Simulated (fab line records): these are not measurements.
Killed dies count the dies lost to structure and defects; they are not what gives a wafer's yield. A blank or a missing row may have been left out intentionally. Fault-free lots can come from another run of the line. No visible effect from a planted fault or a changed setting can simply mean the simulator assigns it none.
Comparing a struck lot with a sound one | flow rit cmos | 15 out of 202 route steps
Sound: these wafers, L169.2, L169.3, L169.5. Struck: wafers L170.2, L170.6 (left out: L170.3, a lot-mate that was not struck); the cause follows at the end.
At each step with rows: each side's tool, then ch and its chambers, then its first start. Under that, the readings that differ: sound wafers | struck wafers | difference of the means | sigmas: that difference in standard deviations of wafers without a fault.
alike: same words and numbers on both sides, and readings whose means sit less than 2 such deviations apart. not compared: any withheld reading, any reading some wafer has no value for, any bound like >300 that may hide the same value, and any number with overlapping values for which the record gives no deviation.
The two part at a step that has a row with sigmas, a row that says differs or no value, or rows on one side only. Numbers that have no deviation but don't overlap get no sigmas and don't part them. A reading missing from all wafers of one side parts the sides only when that side holds two or more wafers.

RIT_GATE_THK_MEAS_07:
  sound: film metro-02 at day 6 02:37; struck: film metro-01 at day 6 07:27
  alike: GATE_OXIDE_THK
then, 1 step without rows for these wafers: RIT_GATE_CVD_08 (deposits poly-Si from SiH4, target thk 250 nm, time 2220 s).
RIT_GATE_THK_MEAS_09:
  sound: film metro-02 at day 6 05:28; struck: film metro-02 at day 6 09:32
  alike: GATE_POLY_THK
then, 6 steps without rows for these wafers: RIT_GATE_HMDS_10 (prime time 60 s); RIT_GATE_COAT_11 (resist thk 850 nm); RIT_GATE_SOFTBAKE_12 (time 60 s); RIT_GATE_EXPOSE_13 (exposes mask M6, target cd 150 nm); RIT_GATE_PEB_14; RIT_GATE_DEVELOP_15 (develop time 50 s).
RIT_GATE_CD_MEAS_16 targets a cd of 150 nm.
  sound: cd sem-02 at day 6 06:23; struck: cd sem-01 at day 6 10:39
  alike: cd nm
RIT_GATE_OVL_MEAS_17:
  sound: overlay-01 at day 6 06:29; struck: overlay-01 at day 6 10:45
  alike: GATE_OVL
then, 1 step without rows for these wafers: RIT_GATE_HARDBAKE_18 (time 60 s).
RIT_GATE_ETCH_19: etches poly-Si in SF6/CHF3/O2, stops on SiO2, time 165 s, target depth 312.5 nm.
  sound on rie si-02 ch 0,2, day 6 06:47; struck on rie si-01 ch 2, day 6 10:56
  reading                                   | sound             | struck      | difference | sigmas
  oes product au (a.u.)                     | 0.826 0.833 0.824 | 0.798 0.780 | -0.039     | -3
  model.NOVOLAK_of_GATE_COAT_11.thk nm (nm) | 670.1 669.4 670.8 | 690.9 691.6 | +21.1      |
  model.GATE.feature depth nm (nm)          | 246.1 245.4 245.5 | 228 225.6   | -19        |
  model.etch.depth nm (nm)                  | 246.1 245.4 245.5 | 228 225.6   | -19        |
  alike: SF6_flow_sccm, drypump motor current A, throttle valve pct
  not compared: rf hours counter h
RIT_GATE_STRIP_20: strips in O2, time 180 s.
  sound on plasma asher-02 ch 0,1, day 6 06:53; struck on plasma asher-02 ch 0, day 6 11:02
  alike: drypump motor current A, o2 flow sccm
  not compared: rf hours counter h
RIT_M1_PROBE_99:
  sound: prober-02 at day 7 02:43; struck: prober-01 at day 7 06:44
  reading             | sound | struck  | difference | sigmas
  killed at front end | 6 2 6 | 264 263 | +259       | +89
  killed dies         | 6 2 6 | 264 264 | +259       | +89
  killed on rim       | 2 0 2 | 70 70   | +69        | +49
  alike: killed at contacts, killed open, killed short

WHERE THEY PART
Last at RIT_M1_PROBE_99 as far as this record goes, first at RIT_GATE_ETCH_19.

WHY: the cause the simulator had injected
rie si-01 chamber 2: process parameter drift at RIT_GATE_ETCH_19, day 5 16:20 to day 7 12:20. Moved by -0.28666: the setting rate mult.
